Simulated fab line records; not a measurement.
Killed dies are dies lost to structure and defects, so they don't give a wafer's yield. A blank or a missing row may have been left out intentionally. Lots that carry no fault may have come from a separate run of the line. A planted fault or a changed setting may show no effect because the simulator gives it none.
Split-lot trial    flow berkeley-cmos170    on a route of 331 steps: 5 lots, 23 wafers read

THE SPLIT
At UCB170_PVT_COAT_01 (resist thk 900 nm), the setting spin-rpm was moved away from the recipe's 1500 rpm on 4 of the 23 wafers read, by +2.9% to +6.7%. All remaining wafers had this setting at the recipe value.

The reading is taken at the split's own step.

THE READING
KrF_of_PVT_COAT_01.thk-nm (the simulator's own value, which no gauge read), in nm, at UCB170_PVT_COAT_01 (resist thk 900 nm). No usual value for it is given in the file. The 19 wafers here that ran the recipe average 900.3 nm, standard deviation 2.8 nm.

wafer   tool, chamber at the split  spin-rpm as run, rpm  against the recipe  KrF_of_PVT_COAT_01.thk-nm, nm  against lot-mates on the recipe
L074.1  litho-track-03, 0           1601                  +6.7%               873.7                          -28.7
L074.2  litho-track-03, 0           1500                  recipe              903.7                          -
L074.3  litho-track-03, 0           1601                  +6.7%               872.5                          -29.9
L074.4  litho-track-03, 0           1500                  recipe              900                            -
L074.6  litho-track-03, 0           1500                  recipe              903.6                          -
L079.3  litho-track-03, 0           1500                  recipe              904.2                          -
L079.4  litho-track-03, 0           1500                  recipe              903.3                          -
L079.5  litho-track-03, 0           1500                  recipe              906.9                          -
L081.1  litho-track-02, 0           1500                  recipe              900.1                          -
L081.2  litho-track-02, 0           1500                  recipe              899.2                          -
L081.3  litho-track-02, 0           1500                  recipe              899.2                          -
L081.5  litho-track-02, 0           1500                  recipe              899                            -
L081.6  litho-track-02, 0           1500                  recipe              900.4                          -
L082.1  litho-track-01, 0           1500                  recipe              896.7                          -
L082.2  litho-track-01, 0           1500                  recipe              900.2                          -
L082.4  litho-track-01, 0           1500                  recipe              900.7                          -
L082.5  litho-track-01, 0           1500                  recipe              899.7                          -
L082.6  litho-track-01, 0           1500                  recipe              897.1                          -
L085.1  litho-track-03, 0           1500                  recipe              897.8                          -
L085.2  litho-track-03, 0           1543                  +2.9%               884.1                          -13.0
L085.3  litho-track-03, 0           1543                  +2.9%               883.9                          -13.2
L085.5  litho-track-03, 0           1500                  recipe              897.2                          -
L085.6  litho-track-03, 0           1500                  recipe              896.3                          -

FIT RESULTS
A straight line over all 23 wafers: KrF_of_PVT_COAT_01.thk-nm changes by -4.25 nm for each +1% of spin-rpm; r = -0.95; the points scatter about the line by 3 nm.
The same after taking each lot's own level away (the mean of its wafers on the recipe; 23 wafers): -4.38 nm for each +1%; r = -0.99; scatter 1.3 nm.
The reading moves by 30 nm for the largest change in spin-rpm, on that fit.
Measured against the standard deviation above, the lots' own levels, which go from 897.10 to 904.80 nm, span 2.7 times it.
Consequently the slope shifts little with the lot-to-lot level, the two slopes agreeing.
Check: with one of the wafers moved furthest among these (+6.7%) left out of the fit, the line predicts -30.2 nm for it against its lot-mates. Against them it came out at -28.7 nm.

THE OTHER SPLITS THESE WAFERS WENT THROUGH
Before the reading, these wafers also passed through other splits. Each is held against what the fit with the lots' levels taken away leaves over:
other split on the same wafers           wafers away from the commonest value  r with KrF_of_PVT_COAT_01.thk-nm (lot level and that fit taken away)
UCB170_ZERO_COAT_01 spin-rpm             7                                     -0.12
UCB170_WELLDRIVE_OXIDATION_01 ox-time-s  10                                    -0.06
UCB170_PFIELD_COAT_01 spin-rpm           8                                     +0.09
UCB170_SCREENOX_OXIDATION_01 temp-c      15                                    +0.00
UCB170_NVT_IMPLANT_07 energy-kev         8                                     +0.18

THE WHOLE CHAIN: every reading that the file lists as answering this split, in the file's order
step                 what it does       reading                                                                     change (the file's fit)               r (the file's)
UCB170_PVT_COAT_01   resist thk 900 nm  KrF_of_PVT_COAT_01.thk-nm (the simulator's own value, which no gauge read)  -4.39 nm for each +1% of the setting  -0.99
UCB170_PVT_STRIP_08  strips in O2       strip-time-to-endpoint-s                                                    withheld for each +1% of the setting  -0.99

THE FILE'S OWN FIT
KrF_of_PVT_COAT_01.thk-nm changes by -4.39 nm for each +1% of spin-rpm, r = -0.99.
